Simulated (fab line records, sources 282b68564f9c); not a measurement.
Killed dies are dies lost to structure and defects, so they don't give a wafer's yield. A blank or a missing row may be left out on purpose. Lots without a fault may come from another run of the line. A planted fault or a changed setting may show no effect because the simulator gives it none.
fab line records | flow rit_cmos
record lots=5 wafers=15 last_day=7
route steps=202 shown ACTIVE@10 FOX1@20 FOX2@23 NWELL@28 PWELL@39
lots that met no fault: from a run of the same line without faults
start_h: hours from the record's first day to the start of the lot's first wafer shown | wait_h: hours since the lot's step before | " the same as in the row above | L1.1+2: a row that stands for several wafers | - no value, or no start given | * or withheld: withheld | < > ~ a bound
route shown NAME@n: a module of which the file shows steps, and the number in the route of the first | usual: mean/standard deviation of fault-free wafers | same: alike in all rows | chamber/n: place in a boat | sites: the reading at each site | _std_site: their standard deviation | _edge_site: outer sites' mean less inner sites' | radius_mm: how far each site lies from the wafer's centre | mask NAME#n: copy n | behind: the tool/chamber that last shaped the wafer | hold: why the lot was held/for how many hours/how that ended | device: the transistor (n, p or np) that didn't switch | end of line: the same wafers' tests at the end of the route | a step without rows: its recipe alone | killed: dies lost to structure and defects at the first sort, not the wafer's yield | map: a wafer's dies, x killed, . not, _ none there
set.NAME: the setting as run; set.NAME@STEP: as run at that earlier step | model.NAME: the simulator's own value behind a step, which no gauge read
lots at some steps of the route; a table a step, a row a wafer
services: from which hour (start_h, from the record's first day; less than 0 if before it) a tool's chamber was out of use, for how many hours, and why
## steps
# step RIT_ACTIVE_PEB_09
# recipe resist=NOVOLAK temp_c=withheld time_s=withheld
# usual chill_plate_temp_C=*
# columns lot.wafer tool chamber start_h wait_h chill_plate_temp_C
L078.2 litho_track-02 0 34.31 0.1 *
L078.5 " 0 " " *
L078.6 " 0 " " *
L081.4 litho_track-02 0 49.56 0.1 *
L081.5 " 0 " " *
L081.6 " 0 " " *
L084.2 litho_track-02 0 64.18 0.1 *
L084.4 " 0 " " *
L084.6 " 0 " " *
L093.3 litho_track-03 0 110.61 0.1 *
L093.4 " 0 " " *
L093.5 " 0 " " *
L096.3 litho_track-01 0 125.12 0.2 *
L096.4 " 0 " " *
L096.5 " 0 " " *
# step RIT_ACTIVE_DEVELOP_10
# recipe resist=NOVOLAK develop_time_s=50 dev_temp_c=23
# usual chill_plate_temp_C=23.02/0.1 developer_temp_C=23.03/0.097
# columns lot.wafer tool chamber start_h wait_h chill_plate_temp_C developer_temp_C
L078.2 litho_track-02 0 - - 22.98 23.19
L078.5 " 0 " " 22.89 22.96
L078.6 " 0 " " 22.97 22.95
L081.4 litho_track-02 0 - - 23.00 22.99
L081.5 " 0 " " 23.01 22.92
L081.6 " 0 " " 22.92 22.98
L084.2 litho_track-02 0 - - 23.07 23.05
L084.4 " 0 " " 23.07 22.87
L084.6 " 0 " " 23.00 23.19
L093.3 litho_track-03 0 - - 22.96 22.99
L093.4 " 0 " " 23.12 22.95
L093.5 " 0 " " 23.13 22.97
L096.3 litho_track-01 0 - - 23.03 22.92
L096.4 " 0 " " 23.07 22.90
L096.5 " 0 " " 23.09 22.89
# step RIT_ACTIVE_CD_MEAS_11
# recipe target_cd_nm=1400
# usual cd_nm=1400.1/1.7
# columns lot.wafer tool chamber start_h wait_h cd_nm
L078.2 cd_sem-02 - 34.58 - 1401.3
L078.5 " - " " 1401.1
L078.6 " - " " 1401.9
L081.4 cd_sem-02 - 49.83 - 1399.2
L081.5 " - " " 1401.3
L081.6 " - " " 1400.8
L084.2 cd_sem-01 - 64.46 - 1399.0
L084.4 " - " " 1399.4
L084.6 " - " " 1401.6
L093.3 cd_sem-01 - 110.88 - 1396.3
L093.4 " - " " 1396.7
L093.5 " - " " 1398.3
L096.3 cd_sem-02 - 125.39 - 1399.2
L096.4 " - " " 1397.7
L096.5 " - " " 1398.6
# step RIT_ACTIVE_HARDBAKE_12
# recipe resist=NOVOLAK temp_c=140 time_s=60
# usual chill_plate_temp_C=23.02/0.1
# columns lot.wafer tool chamber start_h wait_h chill_plate_temp_C
L078.2 litho_track-02 0 34.71 0.1 22.99
L078.5 " 0 " " 22.97
L078.6 " 0 " " 23.13
L081.4 litho_track-02 0 49.97 0.1 23.07
L081.5 " 0 " " 23.12
L081.6 " 0 " " 23.14
L084.2 litho_track-01 0 64.58 0.1 22.95
L084.4 " 0 " " 23.00
L084.6 " 0 " " 22.93
L093.3 litho_track-03 0 111.01 0.1 23.09
L093.4 " 0 " " 23.07
L093.5 " 0 " " 23.21
L096.3 litho_track-03 0 125.60 0.2 23.04
L096.4 " 0 " " 23.16
L096.5 " 0 " " 22.97
# step RIT_ACTIVE_ETCH_13
# recipe stop_on=SiO2 chemistry=SF6 target=Si3N4 time_s=210 over_etch_frac=0.4 SF6_flow_sccm=200 pressure_mtorr=260 rf_w=125 target_depth_a=2100
# usual chamber_pressure_mTorr=259.98/0.26 drypump_motor_current_A=5.8/0.38 oes_product_au=0.818/0.014 throttle_valve_pct=7.51/0.13
# columns lot.wafer tool chamber start_h wait_h chamber_pressure_mTorr drypump_motor_current_A oes_product_au rf_hours_counter_h throttle_valve_pct
L078.2 rie_diel-01 0 34.83 0.1 260.14 6.8 0.810 168 7.51
L078.5 " 3 " " 259.99 5.6 0.826 - 7.48
L078.6 " 2 " " 259.99 6.0 0.806 - 7.57
L081.4 rie_diel-04 2 50.04 0.1 259.72 6.0 0.832 131 7.61
L081.5 " 3 " " 259.72 5.6 0.827 - 7.34
L081.6 " 0 " " 259.79 5.0 0.829 - 7.46
L084.2 rie_diel-04 3 64.71 0.1 260.06 5.6 0.829 8 7.35
L084.4 " 1 " " 260.23 6.1 0.833 112 7.63
L084.6 " 1 " " 260.10 6.1 0.850 - 7.62
L093.3 rie_diel-02 0 111.11 0.1 260.05 6.0 0.800 57 7.71
L093.4 " 2 " " 260.12 5.7 0.804 6 7.39
L093.5 " 2 " " 260.33 5.6 0.807 - 7.39
L096.3 rie_diel-01 3 125.70 0.1 259.71 5.6 0.827 150 7.49
L096.4 " 1 " " 260.27 5.6 0.835 154 7.38
L096.5 " 3 " " 260.11 5.6 0.816 - 7.48
# step RIT_ACTIVE_STRIP_14
# recipe chemistry=O2 time_s=180 resist=NOVOLAK platen_temp_c=withheld power_w=500 pressure_mtorr=4000 o2_flow_sccm=4000
# usual chamber_pressure_mTorr=4000/3.5 drypump_motor_current_A=5.93/0.24 o2_flow_sccm=3999/14
# columns lot.wafer tool chamber start_h wait_h chamber_pressure_mTorr drypump_motor_current_A o2_flow_sccm rf_hours_counter_h
L078.2 plasma_asher-03 0 34.97 0.1 3998 5.61 4008 39
L078.5 " 0 " " 4001 5.61 3996 -
L078.6 " 1 " " 3999 6.04 4003 -
L081.4 plasma_asher-02 1 50.27 0.2 3997 5.83 4009 -
L081.5 " 1 " " 4004 5.82 4023 -
L081.6 " 0 " " 4003 5.84 4009 -
L084.2 plasma_asher-01 0 64.84 0.1 3993 6.33 3989 43
L084.4 " 1 " " 3999 5.72 4006 -
L084.6 " 0 " " 3999 6.34 3996 -
L093.3 plasma_asher-02 0 111.30 0.1 3997 5.83 4001 -
L093.4 " 1 " " 3998 5.83 3983 -
L093.5 " 1 " " 4004 5.82 3971 -
L096.3 plasma_asher-03 0 125.89 0.1 4001 5.61 4023 -
L096.4 " 1 " " 3999 6.07 3998 -
L096.5 " 0 " " 4004 5.61 4028 -
# step RIT_ACTIVE_CD_MEAS_90
# recipe target_cd_nm=1400
# usual cd_nm=1400.0/1.7
# columns lot.wafer tool chamber start_h wait_h cd_nm
L078.2 cd_sem-01 - 35.16 0.1 1401.4
L078.5 " - " " 1401.2
L078.6 " - " " 1401.9
L081.4 cd_sem-01 - 50.45 0.1 1399.6
L081.5 " - " " 1401.1
L081.6 " - " " 1400.8
L084.2 cd_sem-01 - 65.04 0.1 1399.2
L084.4 " - " " 1399.0
L084.6 " - " " 1400.9
L093.3 cd_sem-02 - 111.46 0.1 1396.3
L093.4 " - " " 1397.1
L093.5 " - " " 1398.3
L096.3 cd_sem-02 - 126.05 0.1 1399.2
L096.4 " - " " 1397.6
L096.5 " - " " 1398.5
# step RIT_ACTIVE_CLEAN_15
# recipe chemistry=SC1 mix=3:3:50 time_s=600 temp_c=75
# columns lot.wafer tool chamber start_h wait_h
L078.2+5+6 wet_bench-02 0 35.26 0.1
L081.4+5+6 wet_bench-01 1 50.51 0.0
L084.2+4+6 wet_bench-02 3 65.14 0.1
L093.3+4+5 wet_bench-03 2 111.54 0.1
L096.3+4+5 wet_bench-03 1 126.13 0.1
# step RIT_ACTIVE_CLEAN_16
# recipe chemistry=dHF dilution=50:1 time_s=30
# columns lot.wafer tool chamber start_h wait_h
L078.2+5+6 wet_bench-01 3 35.44 0.0
L081.4+5+6 wet_bench-01 3 50.69 0.0
L084.2+4+6 wet_bench-01 1 65.31 0.0
L093.3+4+5 wet_bench-01 0 111.75 0.0
L096.3+4+5 wet_bench-02 0 126.31 0.0
# step RIT_ACTIVE_CLEAN_17
# recipe chemistry=SC2 mix=3:3:50 time_s=600 temp_c=75 dry=n2_spin
# columns lot.wafer tool chamber start_h wait_h
L078.2+5+6 wet_bench-03 0 35.45 0.0
L081.4+5+6 wet_bench-01 2 50.70 0.0
L084.2+4+6 wet_bench-03 2 65.33 0.0
L093.3+4+5 wet_bench-02 1 111.76 0.0
L096.3+4+5 wet_bench-03 3 126.32 0.0
# step RIT_FOX1_OXIDATION_00
# recipe temp_c=1100 ambient=H2O target_thk_a=3507 p_h2o_torr=720 ox_time_s=1130
# usual ox_temp_c=1100.1/0.5 zone_power_source_pct=43.5/1.2
# same ox_time_s=1130
# columns lot.wafer tool chamber start_h wait_h ox_temp_c zone_power_source_pct
L078.2 furnace-03 0 35.65 0.0 1100.2 43.4
L078.5 " 0 " " 1100.8 43.8
L078.6 " 0 " " 1100.8 43.2
L081.4 furnace-02 0 50.88 0.0 1099.6 44.7
L081.5 " 0 " " 1099.5 44.5
L081.6 " 0 " " 1099.7 44.2
L084.2 furnace-02 0 65.51 0.0 1100.9 44.0
L084.4 " 0 " " 1100.4 45.1
L084.6 " 0 " " 1100.5 43.8
L093.3 furnace-03 0 111.94 0.0 1100.8 44.0
L093.4 " 0 " " 1100.6 44.3
L093.5 " 0 " " 1100.9 43.3
L096.3 furnace-02 0 126.50 0.0 1099.8 44.5
L096.4 " 0 " " 1100.1 44.3
L096.5 " 0 " " 1100.0 44.5
# step RIT_FOX1_THK_MEAS_01
# recipe reads=SiO2_of_FOX1_OXIDATION_00
# usual FOX1_OXIDE_THK=353/7.4
# columns lot.wafer tool chamber start_h wait_h FOX1_OXIDE_THK[nm]
L078.2 film_metro-04 - 36.97 0.0 366
L078.5 " - " " 365
L078.6 " - " " 367
L081.4 film_metro-04 - 52.22 0.0 350
L081.5 " - " " 347
L081.6 " - " " 355
L084.2 film_metro-03 - 66.83 0.0 352
L084.4 " - " " 349
L084.6 " - " " 346
L093.3 film_metro-04 - 113.27 0.0 351
L093.4 " - " " 354
L093.5 " - " " 349
L096.3 film_metro-04 - 127.83 0.0 347
L096.4 " - " " 344
L096.5 " - " " 348
# step RIT_FOX1_WET_ETCH_02
# recipe chemistry=BOE target_depth_nm=350 time_s=390 temp_c=21.5 dry=n2_spin dilution=10:1 target=SiO2
# columns lot.wafer tool chamber start_h wait_h
L078.2+5+6 wet_bench-02 3 37.02 0.0
L081.4+5+6 wet_bench-03 1 52.25 0.0
L084.2+4+6 wet_bench-03 0 66.88 0.0
L093.3+4+5 wet_bench-02 0 113.31 0.0
L096.3+4+5 wet_bench-02 2 127.87 0.0
# step RIT_FOX2_OXIDATION_00
# recipe temp_c=1100 ambient=H2O target_thk_a=3507 p_h2o_torr=720 ox_time_s=1130
# usual ox_temp_c=1099.9/0.44 zone_power_source_pct=43.9/0.69
# same ox_time_s=1130
# columns lot.wafer tool chamber start_h wait_h ox_temp_c zone_power_source_pct
L078.2 furnace-03 0 37.14 0.0 1099.5 43.3
L078.5 " 0 " " 1099.5 43.6
L078.6 " 0 " " 1099.5 43.7
L081.4 furnace-02 0 52.37 0.0 1100.4 44.5
L081.5 " 0 " " 1099.5 43.2
L081.6 " 0 " " 1100.3 44.8
L084.2 furnace-03 0 67.00 0.0 1099.8 43.2
L084.4 " 0 " " 1099.3 43.9
L084.6 " 0 " " 1099.5 43.4
L093.3 furnace-03 0 113.43 0.0 1100.1 43.6
L093.4 " 0 " " 1099.6 43.3
L093.5 " 0 " " 1099.9 44.5
L096.3 furnace-02 0 128.00 0.0 1099.9 44.2
L096.4 " 0 " " 1099.8 44.5
L096.5 " 0 " " 1099.8 44.6
# step RIT_FOX2_THK_MEAS_01
# recipe reads=SiO2_of_FOX2_OXIDATION_00
# usual FOX2_OXIDE_THK=354/5.6
# columns lot.wafer tool chamber start_h wait_h FOX2_OXIDE_THK[nm]
L078.2 film_metro-01 - 38.46 0.0 358
L078.5 " - " " 352
L078.6 " - " " 354
L081.4 film_metro-04 - 53.71 0.0 360
L081.5 " - " " 363
L081.6 " - " " 360
L084.2 film_metro-02 - 68.32 0.0 363
L084.4 " - " " 360
L084.6 " - " " 365
L093.3 film_metro-04 - 114.76 0.0 352
L093.4 " - " " 348
L093.5 " - " " 347
L096.3 film_metro-04 - 129.33 0.0 353
L096.4 " - " " 351
L096.5 " - " " 349
# step RIT_FOX2_CLEAN_02
# recipe chemistry=dHF dilution=50:1 time_s=180
# columns lot.wafer tool chamber start_h wait_h
L078.2+5+6 wet_bench-01 0 38.51 0.0
L081.4+5+6 wet_bench-04 0 53.74 0.0
L084.2+4+6 wet_bench-02 0 68.37 0.0
L093.3+4+5 wet_bench-04 3 114.80 0.0
L096.3+4+5 wet_bench-04 3 129.37 0.0
# step RIT_FOX2_WET_ETCH_03
# recipe chemistry=H3PO4 target=Si3N4 target_depth_nm=195 temp_c=165 time_s=2700
# columns lot.wafer tool chamber start_h wait_h
L078.2+5+6 wet_bench-04 0 38.57 0.0
L081.4+5+6 wet_bench-01 2 53.80 0.0
L084.2+4+6 wet_bench-01 2 68.43 0.0
L093.3+4+5 wet_bench-01 3 114.86 0.0
L096.3+4+5 wet_bench-01 3 129.43 0.0
# step RIT_FOX2_THK_MEAS_90
# recipe reads=SiO2_of_FOX2_OXIDATION_00
# usual FIELD_OXIDE_LEFT_1_THK=326/5.6
# columns lot.wafer tool chamber start_h wait_h FIELD_OXIDE_LEFT_1_THK[nm]
L078.2 film_metro-04 - 39.41 0.0 331
L078.5 " - " " 325
L078.6 " - " " 327
L081.4 film_metro-04 - 54.59 0.0 332
L081.5 " - " " 336
L081.6 " - " " 333
L084.2 film_metro-01 - 69.20 0.0 335
L084.4 " - " " 333
L084.6 " - " " 338
L093.3 film_metro-02 - 115.64 0.0 325
L093.4 " - " " 320
L093.5 " - " " 320
L096.3 film_metro-04 - 130.21 0.0 326
L096.4 " - " " 324
L096.5 " - " " 322
# step RIT_NWELL_HMDS_00
# recipe prime_time_s=61.01 prime_temp_c=140
# usual chill_plate_temp_C=23.01/0.1
# columns lot.wafer tool chamber start_h wait_h chill_plate_temp_C
L078.2 litho_track-04 0 39.48 0.1 23.06
L078.5 " 0 " " 23.05
L078.6 " 0 " " 22.98
L081.4 litho_track-02 0 54.69 0.1 23.01
L081.5 " 0 " " 23.28
L081.6 " 0 " " 23.09
L084.2 litho_track-02 0 69.27 0.1 23.00
L084.4 " 0 " " 23.16
L084.6 " 0 " " 22.99
L093.3 litho_track-03 0 115.73 0.1 23.00
L093.4 " 0 " " 22.84
L093.5 " 0 " " 23.04
L096.3 litho_track-03 0 130.30 0.1 22.97
L096.4 " 0 " " 23.19
L096.5 " 0 " " 23.07
# step RIT_NWELL_COAT_01
# recipe resist=NOVOLAK spin_rpm=2000 resist_thk_nm=1300
# usual chill_plate_temp_C=23.02/0.12
# columns lot.wafer tool chamber start_h wait_h chill_plate_temp_C
L078.2 litho_track-04 0 39.63 0.1 23.21
L078.5 " 0 " " 22.99
L078.6 " 0 " " 23.17
L081.4 litho_track-02 0 54.84 0.1 23.11
L081.5 " 0 " " 23.07
L081.6 " 0 " " 23.00
L084.2 litho_track-02 0 69.42 0.1 23.07
L084.4 " 0 " " 23.13
L084.6 " 0 " " 23.21
L093.3 litho_track-03 0 115.88 0.1 22.92
L093.4 " 0 " " 22.94
L093.5 " 0 " " 23.00
L096.3 litho_track-03 0 130.45 0.1 23.03
L096.4 " 0 " " 22.93
L096.5 " 0 " " 23.07
# step RIT_NWELL_SOFTBAKE_02
# recipe resist=NOVOLAK temp_c=90 time_s=60
# usual chill_plate_temp_C=23.01/0.094
# columns lot.wafer tool chamber start_h wait_h chill_plate_temp_C
L078.2 litho_track-04 0 39.78 0.1 22.93
L078.5 " 0 " " 22.94
L078.6 " 0 " " 22.98
L081.4 litho_track-02 0 54.99 0.1 22.95
L081.5 " 0 " " 23.11
L081.6 " 0 " " 23.05
L084.2 litho_track-02 0 69.57 0.1 23.08
L084.4 " 0 " " 22.99
L084.6 " 0 " " 23.02
L093.3 litho_track-03 0 116.03 0.1 23.09
L093.4 " 0 " " 23.01
L093.5 " 0 " " 22.96
L096.3 litho_track-03 0 130.60 0.1 22.91
L096.4 " 0 " " 23.08
L096.5 " 0 " " 23.05
# step RIT_NWELL_EXPOSE_03
# recipe mask_id=M2 na=0.57 target_cd_nm=43900 dose_mj=250
# same na=0.57
# columns lot.wafer tool chamber start_h wait_h mask
L078.2+5+6 iline_stepper-01 0 40.05 0.2 M2#0
L081.4+5+6 iline_stepper-02 0 55.13 0.1 M2#0
L084.2+4+6 iline_stepper-02 0 69.84 0.2 M2#0
L093.3+4+5 iline_stepper-01 0 116.17 0.1 M2#0
L096.3+4+5 iline_stepper-01 0 130.78 0.1 M2#0
# step RIT_NWELL_PEB_04
# recipe resist=NOVOLAK temp_c=withheld time_s=withheld
# usual chill_plate_temp_C=*
# columns lot.wafer tool chamber start_h wait_h chill_plate_temp_C
L078.2 litho_track-04 0 40.18 0.1 *
L078.5 " 0 " " *
L078.6 " 0 " " *
L081.4 litho_track-03 0 55.26 0.1 *
L081.5 " 0 " " *
L081.6 " 0 " " *
L084.2 litho_track-03 0 69.97 0.1 *
L084.4 " 0 " " *
L084.6 " 0 " " *
L093.3 litho_track-04 0 116.38 0.2 *
L093.4 " 0 " " *
L093.5 " 0 " " *
L096.3 litho_track-02 0 130.90 0.1 *
L096.4 " 0 " " *
L096.5 " 0 " " *
# step RIT_NWELL_DEVELOP_05
# recipe resist=NOVOLAK develop_time_s=68 dev_temp_c=23
# usual chill_plate_temp_C=22.98/0.093 developer_temp_C=23.01/0.11
# columns lot.wafer tool chamber start_h wait_h chill_plate_temp_C developer_temp_C
L078.2 litho_track-04 0 - - 22.98 23.11
L078.5 " 0 " " 22.91 23.04
L078.6 " 0 " " 23.12 23.22
L081.4 litho_track-03 0 - - 23.15 22.99
L081.5 " 0 " " 23.16 23.09
L081.6 " 0 " " 23.01 23.03
L084.2 litho_track-03 0 - - 22.99 23.01
L084.4 " 0 " " 22.94 23.03
L084.6 " 0 " " 22.98 23.10
L093.3 litho_track-04 0 - - 22.98 22.87
L093.4 " 0 " " 23.03 22.93
L093.5 " 0 " " 23.03 22.82
L096.3 litho_track-02 0 - - 22.98 22.80
L096.4 " 0 " " 23.05 23.10
L096.5 " 0 " " 23.11 22.68
# step RIT_NWELL_OVL_MEAS_06
# usual NWELL_OVL=-0.8/1.6
# columns lot.wafer tool chamber start_h wait_h NWELL_OVL[nm]
L078.2 overlay-02 - 40.47 - 2.1
L078.5 " - " " 1.0
L078.6 " - " " 0.4
L081.4 overlay-02 - 55.52 - -2.7
L081.5 " - " " -3.0
L081.6 " - " " -1.3
L084.2 overlay-02 - 70.26 - -0.9
L084.4 " - " " -2.1
L084.6 " - " " -5.1
L093.3 overlay-01 - 116.66 - 1.3
L093.4 " - " " 1.4
L093.5 " - " " 1.4
L096.3 overlay-01 - 131.18 - 0.2
L096.4 " - " " -0.4
L096.5 " - " " 1.2
# step RIT_NWELL_HARDBAKE_07
# recipe resist=NOVOLAK temp_c=140 time_s=120
# usual chill_plate_temp_C=22.98/0.1
# columns lot.wafer tool chamber start_h wait_h chill_plate_temp_C
L078.2 litho_track-02 0 40.54 0.1 22.88
L078.5 " 0 " " 22.84
L078.6 " 0 " " 22.87
L081.4 litho_track-02 0 55.66 0.1 23.19
L081.5 " 0 " " 22.96
L081.6 " 0 " " 23.02
L084.2 litho_track-02 0 70.33 0.1 23.00
L084.4 " 0 " " 23.14
L084.6 " 0 " " 23.12
L093.3 litho_track-03 0 116.76 0.1 22.80
L093.4 " 0 " " 22.91
L093.5 " 0 " " 22.96
L096.3 litho_track-03 0 131.29 0.1 23.09
L096.4 " 0 " " 23.09
L096.5 " 0 " " 22.97
# step RIT_NWELL_IMPLANT_08
# recipe species=P energy_kev=170 dose_cm2=5e+13 tilt_deg=6.754
# usual beam_energy_keV=170.02/0.054 faraday_current_uA=158.4/3
# columns lot.wafer tool chamber start_h wait_h beam_energy_keV faraday_current_uA
L078.2 implanter-02 0 40.77 0.2 170.07 162.0
L078.5 " 0 " " 170.04 155.2
L078.6 " 0 " " 170.10 154.7
L081.4 implanter-04 0 55.86 0.2 169.97 157.5
L081.5 " 0 " " 170.06 155.2
L081.6 " 0 " " 170.05 157.0
L084.2 implanter-01 0 70.57 0.2 170.00 165.2
L084.4 " 0 " " 170.02 157.3
L084.6 " 0 " " 170.06 156.1
L093.3 implanter-01 0 116.98 0.2 170.10 156.2
L093.4 " 0 " " 170.04 159.2
L093.5 " 0 " " 170.03 160.3
L096.3 implanter-01 0 131.50 0.2 170.09 156.6
L096.4 " 0 " " 170.04 156.0
L096.5 " 0 " " 170.06 155.0
# step RIT_NWELL_STRIP_09
# recipe chemistry=O2 time_s=180 resist=NOVOLAK platen_temp_c=withheld power_w=500 pressure_mtorr=4000 o2_flow_sccm=4000
# usual chamber_pressure_mTorr=4000/3 drypump_motor_current_A=6.03/0.27 o2_flow_sccm=4002/11
# columns lot.wafer tool chamber start_h wait_h chamber_pressure_mTorr drypump_motor_current_A o2_flow_sccm rf_hours_counter_h
L078.2 plasma_asher-02 0 40.90 0.1 4001 5.84 3998 39
L078.5 " 1 " " 4003 5.83 3987 -
L078.6 " 0 " " 4000 5.84 4007 -
L081.4 plasma_asher-02 1 55.99 0.1 4001 5.83 4009 -
L081.5 " 0 " " 4001 5.84 4009 -
L081.6 " 1 " " 4002 5.84 4010 -
L084.2 plasma_asher-02 1 70.69 0.1 4001 5.83 4002 43
L084.4 " 1 " " 4000 5.83 4008 -
L084.6 " 1 " " 4006 5.83 4015 -
L093.3 plasma_asher-04 1 117.14 0.1 4004 5.88 3990 -
L093.4 " 0 " " 4003 6.37 4003 -
L093.5 " 0 " " 4001 6.36 3996 -
L096.3 plasma_asher-04 1 131.66 0.1 4000 5.85 3990 -
L096.4 " 0 " " 3999 6.39 4023 -
L096.5 " 1 " " 4003 5.85 3999 -
# step RIT_NWELL_TW_MEAS_10
# usual NWELL_TW=2135/10
# columns lot.wafer tool chamber start_h wait_h NWELL_TW
L078.2 film_metro-04 - 41.08 0.1 2116
L078.5 " - " " 2132
L078.6 " - " " 2133
L081.4 film_metro-04 - 56.14 0.1 2145
L081.5 " - " " 2146
L081.6 " - " " 2142
L084.2 film_metro-01 - 70.88 0.1 2136
L084.4 " - " " 2140
L084.6 " - " " 2139
L093.3 film_metro-04 - 117.28 0.1 2155
L093.4 " - " " 2138
L093.5 " - " " 2140
L096.3 film_metro-04 - 131.80 0.1 2146
L096.4 " - " " 2130
L096.5 " - " " 2134
# step RIT_PWELL_HMDS_00
# recipe prime_time_s=60 prime_temp_c=140
# usual chill_plate_temp_C=22.98/0.1
# columns lot.wafer tool chamber start_h wait_h chill_plate_temp_C
L078.2 litho_track-01 0 41.16 0.1 23.02
L078.5 " 0 " " 22.94
L078.6 " 0 " " 22.98
L081.4 litho_track-04 0 56.25 0.1 23.07
L081.5 " 0 " " 23.31
L081.6 " 0 " " 22.97
L084.2 litho_track-04 0 71.09 0.2 23.08
L084.4 " 0 " " 22.89
L084.6 " 0 " " 23.12
L093.3 litho_track-02 0 117.37 0.1 23.01
L093.4 " 0 " " 22.84
L093.5 " 0 " " 22.79
L096.3 litho_track-04 0 131.89 0.1 22.99
L096.4 " 0 " " 23.05
L096.5 " 0 " " 22.89
# step RIT_PWELL_COAT_01
# recipe resist=NOVOLAK spin_rpm=2000 resist_thk_nm=1300
# usual chill_plate_temp_C=22.99/0.1
# columns lot.wafer tool chamber start_h wait_h chill_plate_temp_C
L078.2 litho_track-01 0 41.31 0.1 22.79
L078.5 " 0 " " 22.79
L078.6 " 0 " " 22.98
L081.4 litho_track-04 0 56.40 0.1 22.82
L081.5 " 0 " " 22.96
L081.6 " 0 " " 22.91
L084.2 litho_track-04 0 71.24 0.1 22.84
L084.4 " 0 " " 22.94
L084.6 " 0 " " 22.96
L093.3 litho_track-02 0 117.52 0.1 22.97
L093.4 " 0 " " 22.80
L093.5 " 0 " " 22.94
L096.3 litho_track-04 0 132.04 0.1 22.98
L096.4 " 0 " " 23.11
L096.5 " 0 " " 22.98
# step RIT_PWELL_SOFTBAKE_02
# recipe resist=NOVOLAK temp_c=90 time_s=60
# usual chill_plate_temp_C=23.00/0.1
# columns lot.wafer tool chamber start_h wait_h chill_plate_temp_C
L078.2 litho_track-01 0 41.46 0.1 23.00
L078.5 " 0 " " 23.03
L078.6 " 0 " " 22.82
L081.4 litho_track-04 0 56.55 0.1 22.93
L081.5 " 0 " " 23.05
L081.6 " 0 " " 23.01
L084.2 litho_track-04 0 71.39 0.1 22.94
L084.4 " 0 " " 22.93
L084.6 " 0 " " 22.89
L093.3 litho_track-02 0 117.67 0.1 23.13
L093.4 " 0 " " 23.30
L093.5 " 0 " " 23.29
L096.3 litho_track-04 0 132.19 0.1 23.03
L096.4 " 0 " " 23.13
L096.5 " 0 " " 23.16
# step RIT_PWELL_EXPOSE_03
# recipe mask_id=M3 na=0.57 target_cd_nm=43700 dose_mj=250
# same na=0.57
# columns lot.wafer tool chamber start_h wait_h mask
L078.2+5+6 iline_stepper-02 0 41.73 0.2 M3#0
L081.4+5+6 iline_stepper-02 0 56.68 0.1 M3#0
L084.2+4+6 iline_stepper-02 0 71.54 0.1 M3#0
L093.3+4+5 iline_stepper-01 0 117.80 0.1 M3#0
L096.3+4+5 iline_stepper-02 0 132.33 0.1 M3#0
# step RIT_PWELL_PEB_04
# recipe resist=NOVOLAK temp_c=withheld time_s=withheld
# usual chill_plate_temp_C=*
# columns lot.wafer tool chamber start_h wait_h chill_plate_temp_C
L078.2 litho_track-04 0 41.85 0.1 *
L078.5 " 0 " " *
L078.6 " 0 " " *
L081.4 litho_track-04 0 56.81 0.1 *
L081.5 " 0 " " *
L081.6 " 0 " " *
L084.2 litho_track-02 0 71.75 0.2 *
L084.4 " 0 " " *
L084.6 " 0 " " *
L093.3 litho_track-01 0 117.93 0.1 *
L093.4 " 0 " " *
L093.5 " 0 " " *
L096.3 litho_track-04 0 132.45 0.1 *
L096.4 " 0 " " *
L096.5 " 0 " " *
# step RIT_PWELL_DEVELOP_05
# recipe resist=NOVOLAK develop_time_s=68 dev_temp_c=23
# usual chill_plate_temp_C=22.98/0.1 developer_temp_C=23.00/0.096
# columns lot.wafer tool chamber start_h wait_h chill_plate_temp_C developer_temp_C
L078.2 litho_track-04 0 - - 23.21 23.00
L078.5 " 0 " " 23.17 22.92
L078.6 " 0 " " 23.01 23.04
L081.4 litho_track-04 0 - - 23.15 22.98
L081.5 " 0 " " 23.15 22.98
L081.6 " 0 " " 23.11 22.92
L084.2 litho_track-02 0 - - 22.99 23.20
L084.4 " 0 " " 23.07 23.23
L084.6 " 0 " " 22.84 23.11
L093.3 litho_track-01 0 - - 22.97 22.99
L093.4 " 0 " " 22.89 22.85
L093.5 " 0 " " 22.86 22.99
L096.3 litho_track-04 0 - - 23.10 22.97
L096.4 " 0 " " 23.08 23.01
L096.5 " 0 " " 22.83 23.00
# step RIT_PWELL_OVL_MEAS_06
# usual PWELL_OVL=0.1/1.7
# columns lot.wafer tool chamber start_h wait_h PWELL_OVL[nm]
L078.2 overlay-01 - 42.15 - -1.1
L078.5 " - " " -1.8
L078.6 " - " " -1.3
L081.4 overlay-01 - 57.07 - 2.7
L081.5 " - " " 3.9
L081.6 " - " " 3.5
L084.2 overlay-01 - 72.04 - 0.5
L084.4 " - " " 1.8
L084.6 " - " " 2.7
L093.3 overlay-01 - 118.21 - 1.2
L093.4 " - " " 0.3
L093.5 " - " " 0.5
L096.3 overlay-02 - 132.73 - -2.5
L096.4 " - " " 0.1
L096.5 " - " " -1.4
# step RIT_PWELL_HARDBAKE_07
# recipe resist=NOVOLAK temp_c=140 time_s=120
# usual chill_plate_temp_C=22.98/0.1
# columns lot.wafer tool chamber start_h wait_h chill_plate_temp_C
L078.2 litho_track-02 0 42.22 0.1 22.83
L078.5 " 0 " " 22.89
L078.6 " 0 " " 23.02
L081.4 litho_track-04 0 57.21 0.1 22.98
L081.5 " 0 " " 22.96
L081.6 " 0 " " 22.86
L084.2 litho_track-04 0 72.12 0.1 22.93
L084.4 " 0 " " 22.91
L084.6 " 0 " " 23.01
L093.3 litho_track-01 0 118.31 0.1 22.96
L093.4 " 0 " " 22.97
L093.5 " 0 " " 22.85
L096.3 litho_track-02 0 132.84 0.1 22.99
L096.4 " 0 " " 22.88
L096.5 " 0 " " 23.03
## services
# columns tool chamber start_h hours kind
implanter-04 - 11.50 2.7 repair
plasma_asher-02 - 14.94 0.9 repair
iline_stepper-02 - 17.72 6.6 repair
implanter-04 - 19.62 1.5 repair
rie_diel-02 2 21.25 3.2 repair
iline_stepper-02 - 30.29 1.7 pm
plasma_asher-03 - 37.01 14.6 pm
implanter-01 - 38.72 2.7 pm
plasma_asher-01 - 46.03 5.1 repair
plasma_asher-02 - 51.44 2.8 pm
rie_diel-04 - 59.02 0.9 repair
furnace-02 - 62.69 2.8 pm
implanter-04 - 66.68 4.8 pm
rie_diel-02 0 73.39 13.9 repair
implanter-04 - 79.32 2.0 repair
implanter-02 - 84.93 35.3 pm
rie_diel-01 0 89.70 8.6 repair
rie_diel-04 0 93.81 9.9 repair
rie_diel-04 1 96.48 6.6 repair
furnace-02 - 97.05 5.0 pm
plasma_asher-01 - 105.73 12.0 repair
rie_diel-04 - 107.45 0.5 repair
plasma_asher-01 - 117.71 9.0 pm
furnace-03 - 132.29 3.3 pm
## key
fault none
